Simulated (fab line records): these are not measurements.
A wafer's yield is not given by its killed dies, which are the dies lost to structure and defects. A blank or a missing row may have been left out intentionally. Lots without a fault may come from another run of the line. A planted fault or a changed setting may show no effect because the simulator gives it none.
What tool caused it?	flow ritCmos	13 lots with 39 wafers sampled at 2 steps, on a route of 202 steps

== WHAT THE GAUGES SHOWED, per wafer ==
RIT_GATE_CD_MEAS_16 targets a cd of 150 nm.
lot	measured	on	cdNm (nm)
L248	day 2 14:55	cdSem-02	147.3 145.8 144.6
L249	day 2 22:02	cdSem-02	149.5 152.2 152.4
L250	day 3 01:21	cdSem-01	150.6 149.5 147.6
L251	day 3 06:20	cdSem-01	146.5 145.8 145.1
L252	day 3 14:46	cdSem-01	146.6 147.5 149.4
L254	day 4 01:22	cdSem-02	162.0 161.4 161.7
L256	day 4 09:32	cdSem-02	152.8 152.6 150.3
L259	day 4 23:00	cdSem-02	150.1 147.9 148.4
L262	day 5 15:35	cdSem-02	153.1 150.0 151.9
L264	day 6 00:16	cdSem-02	152.7 151.2 151.5
L267	day 6 15:02	cdSem-02	149.9 147.4 149.1
L269	day 6 22:47	cdSem-01	150.4 150.4 150.9
L271	day 7 09:04	cdSem-02	146.9 146.4 148.3

== WHICH TOOL RAN EACH LOT (tool, then ch and the chambers of the sampled wafers, then the start) ==
lot	RIT_GATE_EXPOSE_13
L248	ilineStepper-01 ch 0, day 2 14:31
L249	ilineStepper-01 ch 0, day 2 21:38
L250	ilineStepper-01 ch 0, day 3 00:57
L251	ilineStepper-02 ch 0, day 3 05:56
L252	ilineStepper-02 ch 0, day 3 14:22
L254	ilineStepper-02 ch 0, day 4 00:58
L256	ilineStepper-01 ch 0, day 4 09:02
L259	ilineStepper-02 ch 0, day 4 22:36
L262	ilineStepper-02 ch 0, day 5 15:11
L264	ilineStepper-02 ch 0, day 5 23:52
L267	ilineStepper-01 ch 0, day 6 14:38
L269	ilineStepper-02 ch 0, day 6 22:23
L271	ilineStepper-02 ch 0, day 7 08:40
- RIT_GATE_EXPOSE_13: exposes mask M6, target cd 150 nm.

== AS READ BY THE TOOLS THEMSELVES (means over the sampled wafers that have a number; for cases with no such wafer, the mark the record gives instead) ==
The record holds no such reading with a usual standard deviation.

== THE ANSWER, worked out from the rows above alone ==
Rule: usual is defined by the lots themselves. Put in order of their means at a reading, lots are off if they are a third of the lots or fewer, leave a main group of 4 or more, and stand apart from it by a gap of 3 or more times the standard deviation of the main group's means; of several such gaps the widest counts. A main group whose means are all the same, to the digits that the tables above print for the reading, isn't used. Also off: a lot with no number at a reading for which 4 or more lots have one. All remaining lots with rows at the step are treated as sound. After the gauges, taken in route order, come the tools' own readings; for these a lot's mean is taken, as printed above. At the first step where some lot is off, the reading lying furthest off is the one used; lots without a number count as furthest.
Off, at RIT_GATE_CD_MEAS_16 on cdNm: L254. Mean 149.2 nm and standard deviation 2.1 in the main group.
A tool fits if, at a process step before that reading, it ran every lot that is off, and no sound lot after the first of them. Those tools and the gauges at RIT_GATE_CD_MEAS_16 are tried in the same way. No candidate that was tried fits.

== WHAT THE SIMULATOR PUT IN ==
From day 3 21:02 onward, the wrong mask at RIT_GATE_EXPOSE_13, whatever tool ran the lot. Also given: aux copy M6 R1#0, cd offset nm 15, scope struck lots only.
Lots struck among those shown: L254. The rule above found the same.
